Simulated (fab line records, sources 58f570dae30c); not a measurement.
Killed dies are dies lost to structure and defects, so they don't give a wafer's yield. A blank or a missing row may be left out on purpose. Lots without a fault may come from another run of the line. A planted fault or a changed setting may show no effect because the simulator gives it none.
Chamber matching | flow berkeley_cmos170 | UCB170_V2_CVD_00 on pecvd-04: 3 sister chambers
The step deposits SiO2 from TEOS/O2, target thk 2000 nm, time 250 s. 3 wafers are shown with their chamber, then 7 later ones without.

WAFERS WITH THEIR CHAMBER
wafer  | chamber | heater_power_w (W)
L805.6 | 1       | 290
L816.1 | 0       | 342
L816.2 | 2       | 274

WAFERS WITHOUT THEIR CHAMBER
wafer  | heater_power_w (W)
L816.6 | 321
L818.1 | 315
L818.2 | 295
L818.3 | 284
L820.3 | 325
L820.5 | 281
L820.6 | 239

WHICH CHAMBER EACH WENT THROUGH
wafer  | from the rows above          | in truth
L816.6 | can't be placed: 0 or 1 or 2 | 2
L818.1 | can't be placed: 1 or 0 or 2 | 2
L818.2 | can't be placed: 1 or 2      | 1
L818.3 | can't be placed: 1 or 2      | 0
L820.3 | can't be placed: 0 or 1 or 2 | 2
L820.5 | can't be placed: 2 or 1      | 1
L820.6 | can't be placed: 2 or 1      | 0
Placed correctly: 0 of 7. Can't be placed from these rows: 7 (the true chamber is among the candidates in 5). Placed wrongly: 0.
How it was worked out, from the rows above alone: a wafer's distance from a chamber is the root of the sum, over the readings, of the square of ((its reading less the chamber's mean) divided by the reading's scatter). The wafer belongs to the nearest chamber; if the next one is less than 2 further off, it can't be placed. A chamber's mean is the mean of its shown wafers. The scatter: with one shown wafer a chamber, the root of the mean of the squares of how far each hidden wafer lies from its nearest shown one.
